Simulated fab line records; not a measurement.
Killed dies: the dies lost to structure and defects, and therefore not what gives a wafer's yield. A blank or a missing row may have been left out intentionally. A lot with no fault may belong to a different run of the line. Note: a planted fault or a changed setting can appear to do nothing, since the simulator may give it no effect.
One fault through the eyes of 2 desks / flow ritCmos / what lay behind the numbers comes last; until then each desk has only its own

== FOR THE TOOL OWNER'S DESK: pvdSputter-04 ==
The tool's own readings at RIT_SILICIDE_SPUTTER_01 (material Ti, target thk 30 nm, time 240 s): means of the sampled wafers that have a number, for each lot that ran on this tool. A lot is out of limits, marked OUT, if its mean lies more than 4 standard deviations from the usual mean; the brackets give that distance.
Columns: A = chamberPressurePa at RIT_SILICIDE_SPUTTER_01, usual 0.6669 Pa; B = throttleValvePct at RIT_SILICIDE_SPUTTER_01, usual 30.0 %
lot=L178; first seen here=day 3 11:25; A=0.6666; B=28.4
lot=L180; first seen here=day 3 17:38; A=0.6658; B=29.2
lot=L182; first seen here=day 4 07:34; A=0.6669; B=28.4
lot=L186; first seen here=day 5 06:14; A=0.6662; B=29.2
This desk's finding: nothing out of limits on any of the 4 lots.

== THE METROLOGY DESK ==
Means of the sampled wafers that have a number, per lot and without regard to the tool the lot ran on: this is what the gauges read. A lot is out of limits, marked OUT, if its mean lies more than 4 standard deviations from the usual mean; the brackets give that distance.
Columns: A = SILICIDE_TI_RS at RIT_SILICIDE_RS_MEAS_02, usual 47.8 ohm/sq; B = SILICIDE_TI_THK at RIT_SILICIDE_THK_MEAS_03, usual 29.79 nm
lot=L177; first seen here=day 3 05:59; A=48.1; B=29.70
lot=L178; first seen here=day 3 11:35; A=47.0; B=30.05
lot=L179; first seen here=day 3 13:31; A=47.6; B=29.84
lot=L180; first seen here=day 3 17:49; A=47.8; B=29.81
lot=L181; first seen here=day 4 00:59; A=47.0; B=30.25
lot=L182; first seen here=day 4 07:44; A=47.8; B=29.73
lot=L185; first seen here=day 4 22:55; A=47.7; B=29.81
lot=L186; first seen here=day 5 06:25; A=42.0 (-9.5) OUT; B=33.80 (+13) OUT
lot=L189; first seen here=day 5 19:14; A=47.6; B=29.83
lot=L193; first seen here=day 6 13:08; A=47.9; B=29.65
lot=L195; first seen here=day 6 22:25; A=48.5; B=29.42
lot=L197; first seen here=day 7 10:09; A=48.1; B=29.58
lot=L199; first seen here=day 7 18:14; A=48.0; B=29.78
This desk's finding: out of limits on L186; first on L186, day 5 06:25 (SILICIDE_TI_RS at RIT_SILICIDE_RS_MEAS_02). L177, L178, L179, L180, L181, L182, L185, L189, L193, L195, L197, L199 stayed within limits.

== TAKEN TOGETHER ==
Metrology desk: alarm possible at day 5 06:25 on L186.
Nothing out of limits was seen by the tool owner's desk.
The tool owner's desk has L186 on record, within its limits.
Every lot named ran RIT_SILICIDE_SPUTTER_01 on pvdSputter-04.

== WHAT THE SIMULATOR PUT IN ==
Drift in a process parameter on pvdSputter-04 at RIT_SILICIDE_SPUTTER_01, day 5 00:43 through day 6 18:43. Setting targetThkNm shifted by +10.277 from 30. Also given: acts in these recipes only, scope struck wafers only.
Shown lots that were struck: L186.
Hours from the fault's start to each desk's first reading out of limits: the metrology desk, 6.
